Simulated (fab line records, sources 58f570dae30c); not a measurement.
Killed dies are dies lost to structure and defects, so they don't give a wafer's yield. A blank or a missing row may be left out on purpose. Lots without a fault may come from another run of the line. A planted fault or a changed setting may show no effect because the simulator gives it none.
fab line records | flow berkeley_cmos170 | part 1 of 2: steps 1 to 22 of 34
record lots=5 wafers=15 last_day=11
route steps=331 shown START@5 ZERO@6 NWELL@14 PWELL@34
lots that met no fault: from a run of the same line without faults
start_h: hours from the record's first day to the start of the lot's first wafer shown | wait_h: hours since the lot's step before | " the same as in the row above | L1.1+2: a row that stands for several wafers | - no value, or no start given | * or withheld: withheld | < > ~ a bound
route shown NAME@n: a module of which the file shows steps, and the number in the route of the first | usual: mean/standard deviation of fault-free wafers | same: alike in all rows | chamber/n: place in a boat | sites: the reading at each site | _std_site: their standard deviation | _edge_site: outer sites' mean less inner sites' | radius_mm: how far each site lies from the wafer's centre | mask NAME#n: copy n | behind: the tool/chamber that last shaped the wafer | hold: why the lot was held/for how many hours/how that ended | device: the transistor (n, p or np) that didn't switch | end of line: the same wafers' tests at the end of the route | a step without rows: its recipe alone | killed: dies lost to structure and defects at the first sort, not the wafer's yield | map: a wafer's dies, x killed, . not, _ none there
set.NAME: the setting as run; set.NAME@STEP: as run at that earlier step | model.NAME: the simulator's own value behind a step, which no gauge read
lots at some steps of the route; a table a step, a row a wafer
services: from which hour (start_h, from the record's first day; less than 0 if before it) a tool's chamber was out of use, for how many hours, and why
## steps
# step UCB170_START_ANNEAL_04
# recipe temp_c=950 time_s=1200 ambient=N2
# usual tube_center_temp_C_max=952.4/0.42
# columns lot.wafer tool chamber start_h wait_h tube_center_temp_C_max
L074.2 furnace-02 0 20.84 3.5 953.6
L074.3 " 0 " " 952.1
L074.4 " 0 " " 952.9
L080.1 furnace-01 0 49.82 4.3 953.8
L080.3 " 0 " " 953.2
L080.6 " 0 " " 951.9
L086.4 furnace-01 0 80.16 4.8 952.1
L086.5 " 0 " " 952.3
L086.6 " 0 " " 952.3
L089.3 furnace-04 0 98.65 4.4 952.7
L089.4 " 0 " " 952.5
L089.5 " 0 " " 952.4
L091.1 furnace-01 0 104.69 3.5 952.5
L091.3 " 0 " " 952.9
L091.6 " 0 " " 952.5
# step UCB170_ZERO_HMDS_00
# recipe prime_time_s=60 prime_temp_c=100
# usual chill_plate_temp_C=22.98/0.092
# columns lot.wafer tool chamber start_h wait_h chill_plate_temp_C
L074.2 litho_track-02 0 22.20 0.0 22.89
L074.3 " 0 " " 22.73
L074.4 " 0 " " 22.81
L080.1 litho_track-04 0 51.28 0.1 23.03
L080.3 " 0 " " 23.02
L080.6 " 0 " " 23.03
L086.4 litho_track-02 0 81.62 0.1 23.02
L086.5 " 0 " " 22.82
L086.6 " 0 " " 23.20
L089.3 litho_track-04 0 100.04 0.1 23.12
L089.4 " 0 " " 22.84
L089.5 " 0 " " 23.08
L091.1 litho_track-02 0 106.58 0.6 22.94
L091.3 " 0 " " 22.98
L091.6 " 0 " " 23.00
# step UCB170_ZERO_COAT_01
# recipe resist=KrF spin_rpm=1500 resist_thk_nm=900
# usual chill_plate_temp_C=23.02/0.097
# columns lot.wafer tool chamber start_h wait_h chill_plate_temp_C
L074.2 litho_track-02 0 22.35 0.1 23.07
L074.3 " 0 " " 23.21
L074.4 " 0 " " 23.16
L080.1 litho_track-04 0 51.43 0.1 22.78
L080.3 " 0 " " 22.86
L080.6 " 0 " " 23.01
L086.4 litho_track-02 0 81.77 0.1 23.14
L086.5 " 0 " " 23.08
L086.6 " 0 " " 22.94
L089.3 litho_track-04 0 100.19 0.1 23.14
L089.4 " 0 " " 22.82
L089.5 " 0 " " 22.99
L091.1 litho_track-02 0 106.73 0.1 23.16
L091.3 " 0 " " 23.02
L091.6 " 0 " " 23.23
# step UCB170_ZERO_SOFTBAKE_02
# recipe resist=KrF temp_c=130 time_s=60
# usual chill_plate_temp_C=23.01/0.1 heater_power_total_W=56.80/0.047 plate_temp_C=129.99/0.14
# columns lot.wafer tool chamber start_h wait_h chill_plate_temp_C heater_power_total_W plate_temp_C
L074.2 litho_track-02 0 22.50 0.1 23.07 56.82 129.97
L074.3 " 0 " " 23.03 56.86 129.74
L074.4 " 0 " " 23.14 56.79 130.10
L080.1 litho_track-04 0 51.58 0.1 23.11 56.83 130.08
L080.3 " 0 " " 23.15 56.78 130.03
L080.6 " 0 " " 22.89 56.76 130.07
L086.4 litho_track-02 0 81.92 0.1 22.98 56.80 129.70
L086.5 " 0 " " 23.05 56.81 129.86
L086.6 " 0 " " 23.01 56.77 129.91
L089.3 litho_track-04 0 100.34 0.1 23.20 56.82 130.10
L089.4 " 0 " " 23.09 56.76 129.92
L089.5 " 0 " " 23.05 56.75 130.08
L091.1 litho_track-02 0 106.88 0.1 23.15 56.80 129.90
L091.3 " 0 " " 23.13 56.82 129.92
L091.6 " 0 " " 22.97 56.72 129.91
# step UCB170_ZERO_EXPOSE_03
# recipe mask_id=PM_MARKS na=0.5 sigma_outer=0.6 source_shape=conventional target_cd_nm=4000 dose_mj=30
# usual stage_vel_mm_s=499.97/0.25
# columns lot.wafer tool chamber start_h wait_h mask stage_vel_mm_s
L074.2 krf_scanner-02 0 22.88 0.4 PM_MARKS#0 500.19
L074.3 " 0 " " PM_MARKS#0 500.25
L074.4 " 0 " " PM_MARKS#0 500.29
L080.1 krf_scanner-01 0 51.73 0.1 PM_MARKS#0 499.91
L080.3 " 0 " " PM_MARKS#0 500.60
L080.6 " 0 " " PM_MARKS#0 499.91
L086.4 krf_scanner-02 0 82.21 0.3 PM_MARKS#0 499.83
L086.5 " 0 " " PM_MARKS#0 499.93
L086.6 " 0 " " PM_MARKS#0 499.95
L089.3 krf_scanner-02 0 100.60 0.2 PM_MARKS#0 499.62
L089.4 " 0 " " PM_MARKS#0 499.97
L089.5 " 0 " " PM_MARKS#0 499.97
L091.1 krf_scanner-01 0 107.15 0.2 PM_MARKS#0 499.66
L091.3 " 0 " " PM_MARKS#0 499.94
L091.6 " 0 " " PM_MARKS#0 500.01
# step UCB170_ZERO_PEB_04
# recipe peb_temp_c=130 peb_time_s=withheld resist=KrF
# usual chill_plate_temp_C=22.98/0.1 heater_power_total_W=56.80/0.042 plate_temp_C=130.01/0.14
# columns lot.wafer tool chamber start_h wait_h chill_plate_temp_C heater_power_total_W plate_temp_C
L074.2 litho_track-04 0 23.10 0.2 23.09 56.78 130.04
L074.3 " 0 " " 22.98 56.81 130.09
L074.4 " 0 " " 22.97 56.81 129.98
L080.1 litho_track-04 0 52.01 0.3 23.10 56.81 130.03
L080.3 " 0 " " 23.07 56.85 130.02
L080.6 " 0 " " 23.14 56.70 130.23
L086.4 litho_track-01 0 82.51 0.3 23.05 56.82 129.95
L086.5 " 0 " " 22.87 56.85 129.86
L086.6 " 0 " " 22.90 56.83 129.82
L089.3 litho_track-02 0 100.86 0.2 22.95 56.79 130.02
L089.4 " 0 " " 22.96 56.79 129.87
L089.5 " 0 " " 22.94 56.74 130.15
L091.1 litho_track-01 0 107.69 0.5 22.90 56.71 130.12
L091.3 " 0 " " 22.79 56.85 130.02
L091.6 " 0 " " 23.00 56.82 130.18
# step UCB170_ZERO_DEVELOP_05
# recipe developer=TMAH develop_time_s=45 resist=KrF dev_temp_c=21
# usual chill_plate_temp_C=23.01/0.092
# columns lot.wafer tool chamber start_h wait_h chill_plate_temp_C
L074.2 litho_track-04 0 - - 22.97
L074.3 " 0 " " 23.20
L074.4 " 0 " " 23.12
L080.1 litho_track-04 0 - - 23.01
L080.3 " 0 " " 22.96
L080.6 " 0 " " 22.99
L086.4 litho_track-01 0 - - 23.11
L086.5 " 0 " " 22.90
L086.6 " 0 " " 22.96
L089.3 litho_track-02 0 - - 22.98
L089.4 " 0 " " 22.99
L089.5 " 0 " " 22.93
L091.1 litho_track-01 0 - - 22.76
L091.3 " 0 " " 23.03
L091.6 " 0 " " 23.11
# step UCB170_ZERO_ETCH_06
# recipe chemistry=CHF3/CF4/Ar target=SiO2 time_s=12 pressure_mtorr=100 rf_w=500 CHF3_flow_sccm=50 cf4_flow_sccm=10 Ar_flow_sccm=120 over_etch_frac=1.58
# usual drypump_motor_current_A=5.6/0.46 oes_product_au=0.619/0.01 throttle_valve_pct=9.18/0.1
# columns lot.wafer tool chamber start_h wait_h drypump_motor_current_A oes_product_au rf_hours_counter_h throttle_valve_pct
L074.2 rie_diel-04 0 23.35 - 5.4 0.630 49 9.33
L074.3 " 2 " " 5.4 0.622 94 9.26
L074.4 " 1 " " 5.9 0.615 77 9.21
L080.1 rie_diel-02 3 52.28 - 5.7 0.609 1 9.29
L080.3 " 1 " " 5.5 0.618 2 9.27
L080.6 " 2 " " 6.7 0.617 - 8.96
L086.4 rie_diel-04 3 82.71 - 5.7 0.634 18 9.03
L086.5 " 0 " " 5.4 0.622 - 9.35
L086.6 " 1 " " 5.8 0.620 - 9.21
L089.3 rie_diel-01 3 101.08 - 6.1 0.621 13 9.24
L089.4 " 0 " " 5.1 0.618 109 9.12
L089.5 " 2 " " 5.3 0.608 - 9.14
L091.1 rie_diel-01 2 107.96 - 5.3 0.600 4 9.15
L091.3 " 3 " " 6.1 0.623 13 9.25
L091.6 " 2 " " 5.3 0.605 - 9.15
# step UCB170_ZERO_STRIP_07
# recipe chemistry=O2 power_w=400 pressure_mtorr=3500 platen_temp_c=withheld o2_flow_sccm=400 overash_fraction=0.5
# usual drypump_motor_current_A=6.0/0.52 o2_flow_sccm=399.9/1.2 oes_product_au=0.728/0.0045 strip_time_to_endpoint_s=21.48/0.078
# columns lot.wafer tool chamber start_h wait_h drypump_motor_current_A o2_flow_sccm oes_product_au rf_hours_counter_h strip_time_to_endpoint_s
L074.2 plasma_asher-03 0 23.37 0.0 6.7 399.1 0.732 28 21.45
L074.3 " 0 " " 6.7 397.9 0.731 - 21.53
L074.4 " 1 " " 5.4 400.3 0.733 - 21.51
L080.1 plasma_asher-03 1 52.31 0.0 5.4 399.9 0.732 31 21.52
L080.3 " 1 " " 5.4 398.2 0.720 - 21.58
L080.6 " 0 " " 6.7 400.4 0.732 - 21.61
L086.4 plasma_asher-03 0 82.76 0.0 6.7 401.7 0.728 - 21.37
L086.5 " 1 " " 5.4 400.0 0.731 - 21.26
L086.6 " 0 " " 6.6 401.3 0.736 - 21.36
L089.3 plasma_asher-04 1 101.14 0.0 5.8 401.3 0.729 - 21.44
L089.4 " 0 " " 5.2 398.7 0.723 - 21.49
L089.5 " 0 " " 5.2 397.7 0.725 - 21.53
L091.1 plasma_asher-04 0 107.99 0.0 5.2 398.9 0.727 32 21.40
L091.3 " 0 " " 5.2 402.3 0.722 - 21.42
L091.6 " 0 " " 5.1 400.0 0.720 - 21.46
# step UCB170_NWELL_WET_ETCH_00
# recipe chemistry=dHF dilution=25:1 target=SiO2 temp_c=25 time_s=200
# columns lot.wafer tool chamber start_h wait_h
L074.2+3+4 wet_bench-01 0 25.24 1.8
L080.1+3+6 wet_bench-02 1 52.41 0.1
L086.4+5+6 wet_bench-03 3 83.40 0.6
L089.3+4+5 wet_bench-03 0 102.51 1.3
L091.1+3+6 wet_bench-03 1 108.09 0.1
# step UCB170_NWELL_OXIDATION_01
# recipe temp_c=1000 ambient=O2 target_thk_a=264 ox_time_s=1260
# usual tube_center_temp_C_max=1002.5/0.41
# columns lot.wafer tool chamber start_h wait_h tube_center_temp_C_max
L074.2 furnace-02 0 29.42 4.1 1002.3
L074.3 " 0 " " 1003.1
L074.4 " 0 " " 1001.9
L080.1 furnace-04 0 59.45 7.0 1002.8
L080.3 " 0 " " 1002.7
L080.6 " 0 " " 1003.3
L086.4 furnace-02 0 89.73 6.3 1002.5
L086.5 " 0 " " 1002.5
L086.6 " 0 " " 1002.9
L089.3 furnace-02 0 105.68 3.1 1002.4
L089.4 " 0 " " 1002.6
L089.5 " 0 " " 1002.7
L091.1 furnace-04 0 112.67 4.5 1002.1
L091.3 " 0 " " 1002.9
L091.6 " 0 " " 1002.3
# step UCB170_NWELL_THK_MEAS_02
# recipe reads=SiO2_of_NWELL_OXIDATION_01
# usual NWELL_OXIDE_THK=26.4/0.62
# columns lot.wafer tool chamber start_h wait_h NWELL_OXIDE_THK[nm]
L074.2 film_metro-01 - 30.78 0.0 26.0
L074.3 " - " " 25.9
L074.4 " - " " 25.8
L080.1 film_metro-04 - 60.80 0.0 26.5
L080.3 " - " " 26.8
L080.6 " - " " 26.2
L086.4 film_metro-04 - 91.11 0.0 26.8
L086.5 " - " " 26.8
L086.6 " - " " 26.8
L089.3 film_metro-03 - 107.05 0.0 26.1
L089.4 " - " " 26.6
L089.5 " - " " 27.1
L091.1 film_metro-03 - 114.02 0.0 26.6
L091.3 " - " " 27.3
L091.6 " - " " 27.2
# step UCB170_NWELL_ANNEAL_03
# recipe temp_c=1000 time_s=900 ambient=N2
# usual tube_center_temp_C_max=1002.6/0.44
# columns lot.wafer tool chamber start_h wait_h tube_center_temp_C_max
L074.2 furnace-01 0 34.55 3.8 1001.8
L074.3 " 0 " " 1002.7
L074.4 " 0 " " 1002.3
L080.1 furnace-02 0 65.66 4.8 1002.7
L080.3 " 0 " " 1002.5
L080.6 " 0 " " 1002.6
L086.4 furnace-02 0 97.00 5.9 1002.4
L086.5 " 0 " " 1003.2
L086.6 " 0 " " 1004.1
L089.3 furnace-04 0 109.75 2.7 1002.5
L089.4 " 0 " " 1002.3
L089.5 " 0 " " 1002.1
L091.1 furnace-01 0 119.13 5.1 1002.6
L091.3 " 0 " " 1002.8
L091.6 " 0 " " 1003.0
# step UCB170_NWELL_CVD_04
# recipe material=Si3N4 target_thk_nm=224 temp_c=800 precursor=SiH2Cl2/NH3 time_s=3360 pressure_mtorr=200 sih2cl2_flow_sccm=25 nh3_flow_sccm=75
# usual susceptor_temp_C=799.9/0.35
# columns lot.wafer tool chamber start_h wait_h susceptor_temp_C
L074.2 lpcvd-02 0 35.80 0.0 800.0
L074.3 " 0 " " 799.7
L074.4 " 0 " " 800.3
L080.1 lpcvd-02 1 66.91 0.0 799.8
L080.3 " 1 " " 799.7
L080.6 " 1 " " 799.9
L086.4 lpcvd-01 1 98.25 0.0 800.0
L086.5 " 1 " " 800.3
L086.6 " 1 " " 800.0
L089.3 lpcvd-01 1 111.00 0.0 799.8
L089.4 " 1 " " 799.9
L089.5 " 1 " " 799.5
L091.1 lpcvd-01 0 120.38 0.0 800.3
L091.3 " 0 " " 800.5
L091.6 " 0 " " 800.3
# step UCB170_NWELL_THK_MEAS_05
# recipe reads=Si3N4_of_NWELL_CVD_04
# usual NWELL_NITRIDE_THK=224.6/2.2
# columns lot.wafer tool chamber start_h wait_h NWELL_NITRIDE_THK[nm]
L074.2 film_metro-04 - 38.71 0.0 225.6
L074.3 " - " " 224.6
L074.4 " - " " 222.7
L080.1 film_metro-01 - 69.81 0.0 224.2
L080.3 " - " " 225.8
L080.6 " - " " 223.3
L086.4 film_metro-04 - 100.21 0.0 224.5
L086.5 " - " " 223.8
L086.6 " - " " 226.1
L089.3 film_metro-01 - 112.96 0.0 225.2
L089.4 " - " " 224.7
L089.5 " - " " 224.2
L091.1 film_metro-04 - 122.31 0.0 223.5
L091.3 " - " " 224.3
L091.6 " - " " 222.4
# step UCB170_NWELL_HMDS_06
# recipe prime_time_s=60 prime_temp_c=100
# usual chill_plate_temp_C=23.02/0.11
# columns lot.wafer tool chamber start_h wait_h chill_plate_temp_C
L074.2 litho_track-04 0 38.79 0.1 23.12
L074.3 " 0 " " 23.01
L074.4 " 0 " " 23.22
L080.1 litho_track-04 0 69.87 0.1 23.09
L080.3 " 0 " " 23.08
L080.6 " 0 " " 23.03
L086.4 litho_track-04 0 100.51 0.3 23.04
L086.5 " 0 " " 22.87
L086.6 " 0 " " 22.83
L089.3 litho_track-04 0 113.05 0.1 22.86
L089.4 " 0 " " 22.76
L089.5 " 0 " " 22.96
L091.1 litho_track-01 0 122.37 0.1 23.12
L091.3 " 0 " " 23.04
L091.6 " 0 " " 23.19
# step UCB170_NWELL_COAT_07
# recipe resist=KrF spin_rpm=1500 resist_thk_nm=900
# usual chill_plate_temp_C=23.00/0.11
# columns lot.wafer tool chamber start_h wait_h chill_plate_temp_C
L074.2 litho_track-04 0 38.94 0.1 22.92
L074.3 " 0 " " 22.88
L074.4 " 0 " " 22.92
L080.1 litho_track-04 0 70.02 0.1 23.25
L080.3 " 0 " " 23.11
L080.6 " 0 " " 22.93
L086.4 litho_track-04 0 100.66 0.1 23.01
L086.5 " 0 " " 23.09
L086.6 " 0 " " 22.97
L089.3 litho_track-04 0 113.20 0.1 22.97
L089.4 " 0 " " 23.03
L089.5 " 0 " " 23.24
L091.1 litho_track-01 0 122.52 0.1 23.06
L091.3 " 0 " " 22.97
L091.6 " 0 " " 22.97
# step UCB170_NWELL_SOFTBAKE_08
# recipe resist=KrF temp_c=130 time_s=60
# usual chill_plate_temp_C=22.99/0.11 heater_power_total_W=56.80/0.045 plate_temp_C=130.00/0.14
# columns lot.wafer tool chamber start_h wait_h chill_plate_temp_C heater_power_total_W plate_temp_C
L074.2 litho_track-04 0 39.09 0.1 22.87 56.89 129.92
L074.3 " 0 " " 22.85 56.86 130.10
L074.4 " 0 " " 22.85 56.80 130.14
L080.1 litho_track-04 0 70.17 0.1 23.16 56.67 130.10
L080.3 " 0 " " 23.02 56.82 130.03
L080.6 " 0 " " 22.80 56.82 130.04
L086.4 litho_track-04 0 100.81 0.1 22.88 56.76 130.07
L086.5 " 0 " " 23.00 56.84 130.06
L086.6 " 0 " " 22.84 56.83 129.91
L089.3 litho_track-04 0 113.35 0.1 23.08 56.79 130.05
L089.4 " 0 " " 23.08 56.80 130.06
L089.5 " 0 " " 23.04 56.79 129.95
L091.1 litho_track-01 0 122.67 0.1 23.13 56.81 129.99
L091.3 " 0 " " 22.89 56.79 130.06
L091.6 " 0 " " 23.10 56.79 129.90
# step UCB170_NWELL_EXPOSE_09
# recipe mask_id=NWELL target_cd_nm=3000 na=0.5 sigma_outer=0.6 source_shape=conventional dose_mj=25
# usual stage_vel_mm_s=499.96/0.24
# columns lot.wafer tool chamber start_h wait_h mask stage_vel_mm_s
L074.2 krf_scanner-02 0 39.36 0.2 NWELL#0 500.08
L074.3 " 0 " " NWELL#0 500.17
L074.4 " 0 " " NWELL#0 499.87
L080.1 krf_scanner-02 0 70.32 0.1 NWELL#0 499.65
L080.3 " 0 " " NWELL#0 499.59
L080.6 " 0 " " NWELL#0 499.75
L086.4 krf_scanner-02 0 101.16 0.3 NWELL#0 499.43
L086.5 " 0 " " NWELL#0 499.77
L086.6 " 0 " " NWELL#0 499.92
L089.3 krf_scanner-02 0 113.87 0.5 NWELL#0 500.08
L089.4 " 0 " " NWELL#0 499.88
L089.5 " 0 " " NWELL#0 499.72
L091.1 krf_scanner-01 0 122.95 0.2 NWELL#0 499.73
L091.3 " 0 " " NWELL#0 499.42
L091.6 " 0 " " NWELL#0 499.95
# step UCB170_NWELL_PEB_10
# recipe peb_temp_c=130 peb_time_s=withheld resist=KrF
# usual chill_plate_temp_C=22.97/0.11 heater_power_total_W=56.80/0.046 plate_temp_C=130.00/0.14
# columns lot.wafer tool chamber start_h wait_h chill_plate_temp_C heater_power_total_W plate_temp_C
L074.2 litho_track-04 0 39.48 0.1 23.09 56.84 129.74
L074.3 " 0 " " 22.87 56.87 129.90
L074.4 " 0 " " 23.01 56.82 129.89
L080.1 litho_track-04 0 70.43 0.1 22.90 56.72 130.16
L080.3 " 0 " " 22.92 56.85 130.06
L080.6 " 0 " " 23.07 56.76 130.00
L086.4 litho_track-03 0 101.30 0.1 22.97 56.82 129.78
L086.5 " 0 " " 22.89 56.86 129.88
L086.6 " 0 " " 22.95 56.77 129.68
L089.3 litho_track-01 0 114.00 0.1 23.06 56.84 130.05
L089.4 " 0 " " 22.84 56.86 130.03
L089.5 " 0 " " 22.98 56.87 130.09
L091.1 litho_track-04 0 123.06 0.1 22.82 56.81 130.06
L091.3 " 0 " " 23.07 56.80 129.91
L091.6 " 0 " " 22.79 56.82 130.12
# step UCB170_NWELL_DEVELOP_11
# recipe developer=TMAH develop_time_s=45 resist=KrF dev_temp_c=21
# usual chill_plate_temp_C=22.98/0.11
# columns lot.wafer tool chamber start_h wait_h chill_plate_temp_C
L074.2 litho_track-04 0 - - 22.90
L074.3 " 0 " " 22.81
L074.4 " 0 " " 23.14
L080.1 litho_track-04 0 - - 22.84
L080.3 " 0 " " 22.96
L080.6 " 0 " " 22.98
L086.4 litho_track-03 0 - - 22.98
L086.5 " 0 " " 22.86
L086.6 " 0 " " 22.76
L089.3 litho_track-01 0 - - 23.09
L089.4 " 0 " " 22.98
L089.5 " 0 " " 22.89
L091.1 litho_track-04 0 - - 22.94
L091.3 " 0 " " 22.98
L091.6 " 0 " " 23.14
# step UCB170_NWELL_OVL_MEAS_12
# usual NWELL_OVL=0/5.5
# columns lot.wafer tool chamber start_h wait_h NWELL_OVL[nm]
L074.2 overlay-01 - 39.73 - 6
L074.3 " - " " 2
L074.4 " - " " 8
L080.1 overlay-01 - 70.71 - -4
L080.3 " - " " -6
L080.6 " - " " 1
L086.4 overlay-01 - 101.52 - -2
L086.5 " - " " -1
L086.6 " - " " 3
L089.3 overlay-02 - 114.23 - 8
L089.4 " - " " 3
L089.5 " - " " 2
L091.1 overlay-02 - 123.34 - 2
L091.3 " - " " 3
L091.6 " - " " -3
